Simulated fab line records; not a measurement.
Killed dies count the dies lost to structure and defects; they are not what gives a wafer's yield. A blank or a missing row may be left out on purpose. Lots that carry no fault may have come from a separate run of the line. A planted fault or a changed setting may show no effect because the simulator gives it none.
Problem report in the 8D (eight disciplines) form, filled by code :: flow berkeley-cmos170 :: the parts of the form that need people (team, actions taken, sign-off) are left out

1. WHAT IS WRONG
Wafers free of any fault read 1252 (standard deviation 6.4) for NWELL_TW at UCB170_NWELL_TW_MEAS_16, against a mean of 1102 on 6 wafers of 2 lots. That puts it -23 standard deviations away from the usual mean.
First seen on wafer L271.1, day 4 10:52, on film-metro-04. The record has a number at this step for 42 wafers belonging to 14 lots. The rule behind "out" and "out of limits": a value lying over 4 standard deviations away from the usual mean. The other wafers with a number count as sound.

2. WHAT IT IS, AND WHAT IT ISN'T
question: which readings at this step
is: NWELL_TW
is not: -

question: which lots
is: L269, L271
is not: L260, L261, L262, L264, L265, L266, L273, L276, L278, L279, L282, L283

question: which wafers of those lots
is: all that have a number
is not: -

question: read on which gauges
is: film-metro-01, film-metro-04
is not: film-metro-02

question: when
is: from day 4 10:52
is not: up to then (18 sound wafers); but 18 sound wafers of L273, L276, L278, L279, L282, L283 came after

3. SUSPECTS, AND WHAT RULES EACH OUT
Counting: a tool at a process step up to the reading stays a suspect if it ran every lot that is out and no sound lot after the first of them.
- the gauge at UCB170_NWELL_TW_MEAS_16 is ruled out. The wafers that are out were read on 2 gauges (film-metro-01, film-metro-04).
- implanter-04 at UCB170_NWELL_IMPLANT_14: kept. It processed each lot that is out, first L271 at day 4 10:37, and no sound lot thereafter; up to then, the last sound lot it processed was L266 at day 3 22:40.
After counting, what remains is implanter-04 at UCB170_NWELL_IMPLANT_14.

4. THE CAUSE (what the simulator had put in)
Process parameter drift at UCB170_NWELL_IMPLANT_14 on implanter-04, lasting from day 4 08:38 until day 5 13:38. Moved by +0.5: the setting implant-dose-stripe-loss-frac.
This tool alone remained once counting was done.

5. THE CHAIN OF EFFECTS, in route order
One row per reading whose mean, taken over the struck wafers that have a number, lies over 3 standard deviations from the usual. Only readings whose record carries a usual standard deviation are examined. hours: median over the lots of the time between each lot's start at the first step of this table that gives one and its start at this step. sigmas: the change, counted in usual standard deviations.
hours: 0
step: UCB170_NWELL_TW_MEAS_16
reading: NWELL_TW
usual: 1252
on struck wafers: 1102
change: -150
sigmas: -23
Later steps that measure or inspect, where all struck wafers having a row at the step show a number for every such reading and not one has moved that far: UCB170_CONTACT_THK_MEAS_02, UCB170_M3_BOW_MEAS_20.

6. HOW IT WOULD HAVE BEEN CAUGHT EARLIER
The first out-of-limits reading at a measuring or inspecting step in this record came at day 4 10:52, 2 hours after the fault's start at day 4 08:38.
Of the lots that are out (2), L269 began UCB170_NWELL_IMPLANT_14 on implanter-04 after day 4 10:52. A tool hold placed at that time would have kept it from harm.
